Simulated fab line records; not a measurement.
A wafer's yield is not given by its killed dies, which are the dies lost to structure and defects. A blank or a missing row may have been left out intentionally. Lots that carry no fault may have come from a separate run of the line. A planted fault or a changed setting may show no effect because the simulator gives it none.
Problem report in the 8D (eight disciplines) form, filled by code    flow rit cmos    the parts of the form that need people (team, actions taken, sign-off) are left out

## 1. THE PROBLEM
A mean of 144.0 W is read at RIT_ACTIVE_ETCH_13 for rf fwd power W, taken on 1 wafer of 1 lot, against 124.5 W (standard deviation 0.35) on wafers free of any fault. Relative to the usual mean, that is a shift of +56 standard deviations.
The step: etches Si3N4 in SF6, stops on SiO2, time 210 s, target depth 210 nm.
First observed at day 4 18:17: wafer L648.4, on rie diel-03. At this step, 39 wafers from 13 lots have a number in the record. By rule, "out" or "out of limits" means more than 4 standard deviations away from the usual mean. The other wafers with a number count as sound.

## 2. WHAT IT IS; WHAT IT IS NOT
question                     is                is not
which readings at this step  rf fwd power W    SF6_flow_sccm, drypump motor current A, oes product au, throttle valve pct
which lots                   L648              L633, L634, L635, L637, L638, L639, L640, L642, L651, L653, L654, L655
which wafers of those lots   L648.4            L648.5, L648.6
read on which tools          rie diel-03       rie diel-02, rie diel-04
when                         from day 4 18:17  up to then (26 sound wafers); but 12 sound wafers of L651, L653, L654, L655 came after

## 3. WHAT RULES OUT EACH SUSPECT
Counting: any tool at a process step up to the reading remains a suspect provided it ran every lot that is out. Sound lots after the first of them don't rule it out here, since some wafers of a struck lot are sound.
- rie diel-03 at RIT_ACTIVE_ETCH_13 (etches Si3N4 in SF6, stops on SiO2, time 210 s, target depth 210 nm): kept. The lot that is out, L648, ran on it at day 4 18:17; the last sound lot it ran before that was L639, at day 2 23:31. Out on those wafers are its own readings of rf fwd power W.
- In rie diel-03 at RIT_ACTIVE_ETCH_13, the wafers that are out were processed in chamber 0 and their sound lot-mates in chambers 1, 2.
The count leaves rie diel-03 at RIT_ACTIVE_ETCH_13.

## 4. THE CAUSE (what the simulator had put in)
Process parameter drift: rie diel-03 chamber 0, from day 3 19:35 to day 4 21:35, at RIT_ACTIVE_ETCH_13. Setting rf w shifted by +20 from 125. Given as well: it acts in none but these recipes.
Counting left only this tool.

## 5. THE EFFECT CHAIN, in route order
Rows list readings where the struck wafers' mean (over those with a number) sits beyond 3 standard deviations from the usual. Readings are gone through only where the record gives a usual standard deviation; hours: the median, over the lots, of the time from a lot's start at the first step in this table giving one to that lot's start at this step; sigmas: the change measured in usual standard deviations.
hours  step                reading         usual    on struck wafers  change  sigmas
0      RIT_ACTIVE_ETCH_13  rf fwd power W  124.5 W  144.0             +19.5   +56
Process steps it contains:
- RIT_ACTIVE_ETCH_13: etches Si3N4 in SF6, stops on SiO2, time 210 s, target depth 210 nm.
Later steps that measure or inspect, where all struck wafers having a row at the step show a number for every such reading and not one has moved that far: RIT_NRETRO_OVL_MEAS_06.

## 6. WHAT WOULD HAVE CAUGHT IT SOONER
In this record no reading fell out of limits until day 4 18:17, 23 hours after the fault had begun at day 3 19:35.
